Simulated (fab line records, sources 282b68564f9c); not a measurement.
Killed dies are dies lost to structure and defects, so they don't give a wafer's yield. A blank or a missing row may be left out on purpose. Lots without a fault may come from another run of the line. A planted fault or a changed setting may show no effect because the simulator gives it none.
A sampling plan put to the test | flow rit_cmos | one fab line, 33 faults that these records tell of, each judged on the records of the lots that it struck
The plan is the line's own looks: the steps of the route at which a gauge or an inspection reads the wafer and doesn't change it. A look can be judged if struck wafers have a number there and the file gives its usual mean and standard deviation on fault-free wafers. Caught: at a look after the fault's first step, the mean of the struck wafers lies 4 or more of those standard deviations (sigma) from the usual mean. On the tool: the same test on the tool's own readings at the fault's steps. Another recipe on the struck wafers, or a record that is blank for them alone, also counts as caught.

THE FAULTS, as the simulator had put them in
1. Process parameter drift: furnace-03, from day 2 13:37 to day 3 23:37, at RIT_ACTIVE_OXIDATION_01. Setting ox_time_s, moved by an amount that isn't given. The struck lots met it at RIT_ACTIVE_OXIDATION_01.
2. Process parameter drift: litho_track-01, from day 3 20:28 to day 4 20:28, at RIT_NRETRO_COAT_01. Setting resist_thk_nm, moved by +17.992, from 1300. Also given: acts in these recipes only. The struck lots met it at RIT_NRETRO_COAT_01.
3. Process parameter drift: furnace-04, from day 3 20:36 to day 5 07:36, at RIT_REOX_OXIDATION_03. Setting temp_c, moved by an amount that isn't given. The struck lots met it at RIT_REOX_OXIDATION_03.
4. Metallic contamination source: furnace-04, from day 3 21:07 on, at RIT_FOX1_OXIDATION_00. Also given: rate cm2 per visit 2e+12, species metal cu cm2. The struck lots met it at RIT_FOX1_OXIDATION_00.
5. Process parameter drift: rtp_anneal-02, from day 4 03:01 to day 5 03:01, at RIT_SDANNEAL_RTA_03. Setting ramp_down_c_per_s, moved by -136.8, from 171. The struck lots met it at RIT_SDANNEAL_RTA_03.
6. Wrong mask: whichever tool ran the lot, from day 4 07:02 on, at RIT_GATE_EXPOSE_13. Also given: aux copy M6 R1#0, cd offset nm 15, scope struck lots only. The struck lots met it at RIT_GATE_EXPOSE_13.
7. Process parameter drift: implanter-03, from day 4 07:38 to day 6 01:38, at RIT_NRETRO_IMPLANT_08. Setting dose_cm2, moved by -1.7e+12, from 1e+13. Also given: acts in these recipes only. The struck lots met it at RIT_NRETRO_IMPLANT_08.
8. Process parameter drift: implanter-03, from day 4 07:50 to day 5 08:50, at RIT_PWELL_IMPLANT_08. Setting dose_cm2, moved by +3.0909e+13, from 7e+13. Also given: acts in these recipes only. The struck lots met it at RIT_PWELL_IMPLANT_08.
9. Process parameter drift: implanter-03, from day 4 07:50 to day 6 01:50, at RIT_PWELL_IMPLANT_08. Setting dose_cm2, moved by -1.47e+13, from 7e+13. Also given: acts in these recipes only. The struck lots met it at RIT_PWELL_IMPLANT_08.
10. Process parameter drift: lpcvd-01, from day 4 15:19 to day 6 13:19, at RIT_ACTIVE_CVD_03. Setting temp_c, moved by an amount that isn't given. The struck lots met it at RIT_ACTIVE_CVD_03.
11. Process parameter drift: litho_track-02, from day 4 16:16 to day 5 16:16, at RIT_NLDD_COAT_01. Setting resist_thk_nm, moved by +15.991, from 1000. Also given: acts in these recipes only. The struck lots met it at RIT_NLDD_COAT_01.
12. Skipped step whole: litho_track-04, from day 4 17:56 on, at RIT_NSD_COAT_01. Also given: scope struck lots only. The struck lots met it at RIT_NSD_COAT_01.
13. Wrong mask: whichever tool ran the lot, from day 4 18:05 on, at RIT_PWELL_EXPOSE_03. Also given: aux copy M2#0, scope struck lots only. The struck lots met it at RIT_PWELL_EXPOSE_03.
14. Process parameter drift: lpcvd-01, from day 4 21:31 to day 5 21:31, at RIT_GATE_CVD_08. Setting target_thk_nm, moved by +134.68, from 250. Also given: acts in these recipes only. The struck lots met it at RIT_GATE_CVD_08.
15. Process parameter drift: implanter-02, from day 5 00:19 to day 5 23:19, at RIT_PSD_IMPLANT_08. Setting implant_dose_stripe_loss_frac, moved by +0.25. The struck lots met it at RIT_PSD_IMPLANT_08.
16. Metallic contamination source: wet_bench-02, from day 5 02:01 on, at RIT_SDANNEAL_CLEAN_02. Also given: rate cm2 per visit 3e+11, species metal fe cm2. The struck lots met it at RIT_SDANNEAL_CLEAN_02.
17. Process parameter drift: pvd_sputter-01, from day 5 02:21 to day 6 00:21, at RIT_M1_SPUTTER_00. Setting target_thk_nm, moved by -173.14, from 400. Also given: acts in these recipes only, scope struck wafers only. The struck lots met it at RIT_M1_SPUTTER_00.
18. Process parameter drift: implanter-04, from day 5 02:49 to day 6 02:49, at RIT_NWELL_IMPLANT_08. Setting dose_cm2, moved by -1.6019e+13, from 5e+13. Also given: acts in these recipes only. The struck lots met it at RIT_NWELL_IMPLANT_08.
19. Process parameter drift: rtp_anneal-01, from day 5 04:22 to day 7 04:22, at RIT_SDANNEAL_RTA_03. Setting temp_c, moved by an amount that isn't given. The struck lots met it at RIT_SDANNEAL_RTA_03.
20. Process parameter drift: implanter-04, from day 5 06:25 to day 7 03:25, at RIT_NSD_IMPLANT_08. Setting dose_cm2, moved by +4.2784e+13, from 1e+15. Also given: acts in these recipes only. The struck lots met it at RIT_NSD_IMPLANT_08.
21. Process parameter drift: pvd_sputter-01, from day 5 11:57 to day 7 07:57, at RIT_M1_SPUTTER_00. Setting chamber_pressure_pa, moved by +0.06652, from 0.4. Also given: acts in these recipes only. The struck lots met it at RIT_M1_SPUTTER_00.
22. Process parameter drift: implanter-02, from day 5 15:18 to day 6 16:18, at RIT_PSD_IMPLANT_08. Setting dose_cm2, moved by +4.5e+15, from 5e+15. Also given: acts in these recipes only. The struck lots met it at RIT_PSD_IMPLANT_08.
23. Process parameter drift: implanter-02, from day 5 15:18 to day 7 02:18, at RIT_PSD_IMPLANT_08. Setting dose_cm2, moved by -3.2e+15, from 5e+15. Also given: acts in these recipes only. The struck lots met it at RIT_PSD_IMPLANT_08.
24. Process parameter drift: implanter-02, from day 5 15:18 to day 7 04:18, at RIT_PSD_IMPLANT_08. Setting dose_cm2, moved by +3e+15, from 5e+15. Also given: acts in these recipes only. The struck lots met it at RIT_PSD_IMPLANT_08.
25. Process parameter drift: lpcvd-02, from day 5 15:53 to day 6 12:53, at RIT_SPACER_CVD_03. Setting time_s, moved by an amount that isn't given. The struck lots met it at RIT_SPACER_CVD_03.
26. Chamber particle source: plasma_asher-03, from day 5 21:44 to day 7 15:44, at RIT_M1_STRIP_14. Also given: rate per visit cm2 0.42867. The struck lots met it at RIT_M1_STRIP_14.
27. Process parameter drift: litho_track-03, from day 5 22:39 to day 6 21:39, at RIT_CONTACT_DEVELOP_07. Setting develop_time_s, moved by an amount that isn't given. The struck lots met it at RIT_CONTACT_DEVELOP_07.
28. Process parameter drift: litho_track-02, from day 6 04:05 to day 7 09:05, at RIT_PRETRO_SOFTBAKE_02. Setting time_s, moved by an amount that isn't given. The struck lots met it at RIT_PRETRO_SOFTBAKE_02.
29. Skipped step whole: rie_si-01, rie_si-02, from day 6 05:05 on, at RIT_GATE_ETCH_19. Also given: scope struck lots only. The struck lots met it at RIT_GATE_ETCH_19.
30. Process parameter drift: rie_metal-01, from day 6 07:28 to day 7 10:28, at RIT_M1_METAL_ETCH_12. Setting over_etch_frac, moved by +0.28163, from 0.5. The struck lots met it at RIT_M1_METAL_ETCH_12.
31. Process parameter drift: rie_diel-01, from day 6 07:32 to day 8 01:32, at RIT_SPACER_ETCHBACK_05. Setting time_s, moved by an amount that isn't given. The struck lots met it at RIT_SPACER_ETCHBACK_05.
32. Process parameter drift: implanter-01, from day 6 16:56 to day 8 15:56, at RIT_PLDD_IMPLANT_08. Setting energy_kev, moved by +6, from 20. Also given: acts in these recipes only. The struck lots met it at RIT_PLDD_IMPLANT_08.
33. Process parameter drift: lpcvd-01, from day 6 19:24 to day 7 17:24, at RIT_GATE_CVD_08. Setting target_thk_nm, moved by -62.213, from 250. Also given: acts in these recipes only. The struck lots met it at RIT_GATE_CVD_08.

WHAT THE PLAN SAW
fault | on the tool itself                               | first look that catches it                       | reading, sigma                                     | median hours from its first step to that look | hours from the fault's start to the first struck lot there | judged looks passed uncaught
1     | under 2 sigma                                    | RIT_ACTIVE_THK_MEAS_02                           | ACTIVE_OXIDE_THK -19                               | 1.9                                           | 4                                                          | 0
2     | no reading that can be judged                    | not the one look that can be judged after it     | -                                                  | -                                             | -                                                          | 1
3     | spike_tc_source_C +9.0 sigma                     | RIT_REOX_THK_MEAS_04                             | REOX_OXIDE_THK +6.1                                | 2.5                                           | 6                                                          | 0
4     | under 2 sigma                                    | none of the 7 looks that can be judged after it  | -                                                  | -                                             | -                                                          | 7
5     | ramp_down_c_per_s -99 or beyond sigma            | not the one look that can be judged after it     | -                                                  | -                                             | -                                                          | 1
6     | under 2 sigma                                    | RIT_GATE_CD_MEAS_16                              | cd_nm +7.0                                         | 0.4                                           | 3                                                          | 0
7     | dose_ions_cm2 -99 or beyond sigma                | RIT_NRETRO_TW_MEAS_10                            | NRETRO_TW -4.2                                     | 0.3                                           | 5                                                          | 0
8     | dose_ions_cm2 +99 or beyond sigma                | RIT_PWELL_TW_MEAS_10                             | PWELL_TW +17                                       | 0.3                                           | 3                                                          | 0
9     | dose_ions_cm2 -99 or beyond sigma                | RIT_PWELL_TW_MEAS_10                             | PWELL_TW -10                                       | 0.3                                           | 3                                                          | 0
10    | susceptor_temp_C +77 sigma                       | RIT_ACTIVE_THK_MEAS_04                           | ACTIVE_NITRIDE_THK +48                             | 1.4                                           | 7                                                          | 0
11    | under 2 sigma                                    | not the one look that can be judged after it     | -                                                  | -                                             | -                                                          | 1
12    | the tool's record is blank for the struck wafers | RIT_PSD_TW_MEAS_10                               | PSD_TW +6.4                                        | 2.8                                           | 6                                                          | 0
13    | under 2 sigma                                    | RIT_PWELL_TW_MEAS_10                             | PWELL_TW -99 or beyond                             | 1.0                                           | 4                                                          | 0
14    | under 2 sigma                                    | RIT_GATE_THK_MEAS_09                             | GATE_POLY_THK +49                                  | 1.6                                           | 7                                                          | 0
15    | no reading that can be judged                    | not the one look that can be judged after it     | strongest: PSD_RS at RIT_SDANNEAL_RS_MEAS_04, +3.5 | -                                             | -                                                          | 1
16    | no reading that can be judged                    | none of the 10 looks that can be judged after it | -                                                  | -                                             | -                                                          | 10
17    | under 2 sigma                                    | RIT_M1_RS_MEAS_01                                | M1_AL_RS +63                                       | 0.3                                           | 15                                                         | 0
18    | dose_ions_cm2 -99 or beyond sigma                | RIT_NWELL_TW_MEAS_10                             | NWELL_TW -15                                       | 0.3                                           | 3                                                          | 0
19    | wafer_temp_C_max -33 sigma                       | RIT_SDANNEAL_RS_MEAS_04                          | PSD_RS +99 or beyond                               | 0.1                                           | 4                                                          | 0
20    | dose_ions_cm2 +43 sigma                          | RIT_SDANNEAL_RS_MEAS_05                          | NSD_RS -9.3                                        | 2.4                                           | 7                                                          | 0
21    | chamber_pressure_pa +88 sigma                    | not the one look that can be judged after it     | strongest: M1_AL_RS at RIT_M1_RS_MEAS_01, +3.4     | -                                             | -                                                          | 1
22    | dose_ions_cm2 +99 or beyond sigma                | RIT_SDANNEAL_RS_MEAS_04                          | PSD_RS -27                                         | 0.9                                           | 4                                                          | 1
23    | dose_ions_cm2 -99 or beyond sigma                | RIT_PSD_TW_MEAS_10                               | PSD_TW -13                                         | 0.3                                           | 3                                                          | 0
24    | dose_ions_cm2 +99 or beyond sigma                | RIT_SDANNEAL_RS_MEAS_04                          | PSD_RS -20                                         | 0.9                                           | 4                                                          | 0
25    | under 2 sigma                                    | RIT_SPACER_THK_MEAS_04                           | SPACER_NITRIDE_THK +27                             | 1.9                                           | 10                                                         | 0
26    | under 2 sigma                                    | no look after it can be judged                   | -                                                  | -                                             | -                                                          | 0
27    | under 2 sigma                                    | RIT_CONTACT_CD_MEAS_08                           | cd_nm -9.1                                         | 0.5                                           | 13                                                         | 0
28    | run_length_s -59 sigma                           | not the one look that can be judged after it     | -                                                  | -                                             | -                                                          | 1
29    | the tool's record is blank for the struck wafers | no look after it can be judged                   | -                                                  | -                                             | -                                                          | 0
30    | oes_product_au -4.9 sigma                        | no look after it can be judged                   | -                                                  | -                                             | -                                                          | 0
31    | run_length_s +99 or beyond sigma                 | none of the 7 looks that can be judged after it  | -                                                  | -                                             | -                                                          | 7
32    | beam_energy_keV +99 or beyond sigma              | RIT_PLDD_TW_MEAS_10                              | PLDD_TW +7.1                                       | 0.3                                           | 3                                                          | 0
33    | under 2 sigma                                    | RIT_GATE_THK_MEAS_09                             | GATE_POLY_THK -23                                  | 1.6                                           | 6                                                          | 0
A dash: the fault isn't caught, or these records don't give the number.

Caught at a look: 21 of 33. Caught on the tool: 19 of 33. By one or the other: 27 of 33.
Caught on the tool alone: faults 5, 21, 28, 29, 30, 31.
Caught at a look alone: faults 1, 6, 13, 14, 17, 25, 27, 33.
Caught by neither: faults 2, 4, 11, 15, 16, 26.

THINNER SAMPLING
If the look that catches a fault measured only every second or every third lot, by lot number, the first struck lot would be measured this late in the worst case:
fault | struck lots at that look, in order of time | every lot | every second lot | every third lot
1     | L775, L779                                 | 4 h       | may miss all 2   | may miss all 2
3     | L781, L782                                 | 6 h       | 12 h             | may miss all 2
6     | L480                                       | 3 h       | may miss it      | may miss it
7     | L657, L658                                 | 5 h       | 10 h             | may miss all 2
8     | L727, L729                                 | 3 h       | may miss all 2   | may miss all 2
9     | L735, L737                                 | 3 h       | may miss all 2   | may miss all 2
10    | L970, L972                                 | 7 h       | may miss all 2   | may miss all 2
12    | L872, L873                                 | 6 h       | 10 h             | may miss all 2
13    | L283                                       | 4 h       | may miss it      | may miss it
14    | L165, L166                                 | 7 h       | 13 h             | may miss all 2
17    | L387                                       | 15 h      | may miss it      | may miss it
18    | L777, L778                                 | 3 h       | 7 h              | may miss all 2
19    | L366, L368                                 | 4 h       | may miss all 2   | may miss all 2
20    | L513, L515, L516                           | 7 h       | 23 h             | may miss all 3
22    | L822, L826                                 | 4 h       | may miss all 2   | may miss all 2
23    | L906, L910                                 | 3 h       | may miss all 2   | may miss all 2
24    | L264, L268                                 | 4 h       | may miss all 2   | may miss all 2
25    | L588, L589                                 | 10 h      | 14 h             | may miss all 2
27    | L265, L266                                 | 13 h      | 20 h             | may miss all 2
32    | L709, L710, L711                           | 3 h       | 7 h              | 11 h
33    | L900, L901                                 | 6 h       | 11 h             | may miss all 2
Hours are from the fault's start to the first struck lot that is measured. The limit of 4 sigma was tested on all struck wafers together, so one lot alone may lie under it. Other struck lots may not be in these records.

THE LONGEST TIMED WAY FROM STEP TO LOOK
Fault 12: a median of 2.8 hours passes between RIT_NSD_COAT_01 and RIT_PSD_TW_MEAS_10. No look between them can be judged.
